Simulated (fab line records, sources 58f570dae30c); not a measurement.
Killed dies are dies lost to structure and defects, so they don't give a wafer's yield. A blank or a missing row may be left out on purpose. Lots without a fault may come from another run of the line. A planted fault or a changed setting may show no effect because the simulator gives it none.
Problem report in the 8D (eight disciplines) form, filled by code | flow berkeley_cmos170 | the parts of the form that need people (team, actions taken, sign-off) are left out

1. THE PROBLEM
V1_TEOS_THK at UCB170_V1_THK_MEAS_01 reads a mean of 2170 nm on 3 wafers of 2 lots; wafers without a fault read 2001 nm with a standard deviation of 32. That is +5.3 standard deviations from the usual mean.
First seen on wafer L109.4, day 11 04:38, on film_metro-01. The record holds 40 wafers of 14 lots with a number at this step. Rule for "out", or "out of limits": more than 4 standard deviations from the usual mean. The other wafers with a number count as sound.

2. WHAT IT IS AND WHAT IT IS NOT
question                    | is                           | is not
which readings at this step | V1_TEOS_THK                  | -
which lots                  | L109, L113                   | L100, L101, L104, L105, L106, L108, L991, L992, L994, L996, L997, L998
which wafers of those lots  | L109.4, L113.1, L113.4       | L113.2
read on which gauges        | film_metro-01, film_metro-04 | film_metro-02
when                        | from day 11 04:38            | up to then (36 sound wafers); but 1 sound wafer of L113 came after

3. SUSPECTS, AND WHAT RULES EACH OUT
Counting: a tool at a process step up to the reading stays a suspect if it ran every lot that is out. Sound lots after the first of them don't rule it out here, since some wafers of a struck lot are sound.
- the gauge at UCB170_V1_THK_MEAS_01: ruled out. The wafers that are out were read on 2 gauges (film_metro-01, film_metro-04).
- pecvd-02 at UCB170_V1_CVD_00 (deposits SiO2 from TEOS/O2, target thk 2000 nm, time 250 s): kept. It ran every lot that is out, first L109 (day 11 04:31); its last sound lot up to then is L108 (day 10 08:01). Its own readings are out on those wafers: rf_fwd_power_W.
- Within pecvd-02 at UCB170_V1_CVD_00: the wafers that are out ran in chamber 0; their sound lot-mates ran in chamber 1.
Left after counting: pecvd-02 at UCB170_V1_CVD_00.

4. THE CAUSE (what the simulator had put in)
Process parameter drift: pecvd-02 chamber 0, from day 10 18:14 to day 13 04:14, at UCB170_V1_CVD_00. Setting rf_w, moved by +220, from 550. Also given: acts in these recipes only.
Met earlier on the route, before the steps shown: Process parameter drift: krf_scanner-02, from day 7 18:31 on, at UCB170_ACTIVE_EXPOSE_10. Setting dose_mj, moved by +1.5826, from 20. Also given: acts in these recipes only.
Counting left only this tool.

5. THE CHAIN OF EFFECTS, in route order
Each row: a reading whose mean over the struck wafers that have a number lies more than 3 standard deviations from the usual. Only readings for which the record gives a usual standard deviation are gone through. hours: the time from each lot's start at the first step in this table that gives one to its start at this step, as a median over the lots. sigmas: the change in usual standard deviations.
hours | step                  | reading        | usual   | on struck wafers | change | sigmas
0     | UCB170_V1_CVD_00      | rf_fwd_power_W | 548.5 W | 767.8            | +219.3 | +99 or more
0     | UCB170_V1_THK_MEAS_01 | V1_TEOS_THK    | 2001 nm | 2170             | +169   | +5.3
The process steps in it:
- UCB170_V1_CVD_00: deposits SiO2 from TEOS/O2, target thk 2000 nm, time 250 s.

6. WHAT WOULD HAVE CAUGHT IT SOONER
In this record the first reading out of limits at a measuring or inspecting step was taken at day 11 04:38, 10 hours after the fault began at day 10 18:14.
The tool's own readings at UCB170_V1_CVD_00 were out on every struck wafer that the step has a row for (rf_fwd_power_W): an alarm limit on them would have fired on the first of those.
Of the lots that are out (2), L113 began UCB170_V1_CVD_00 on pecvd-02 after day 11 04:38. A hold on the tool at that time would have spared it.
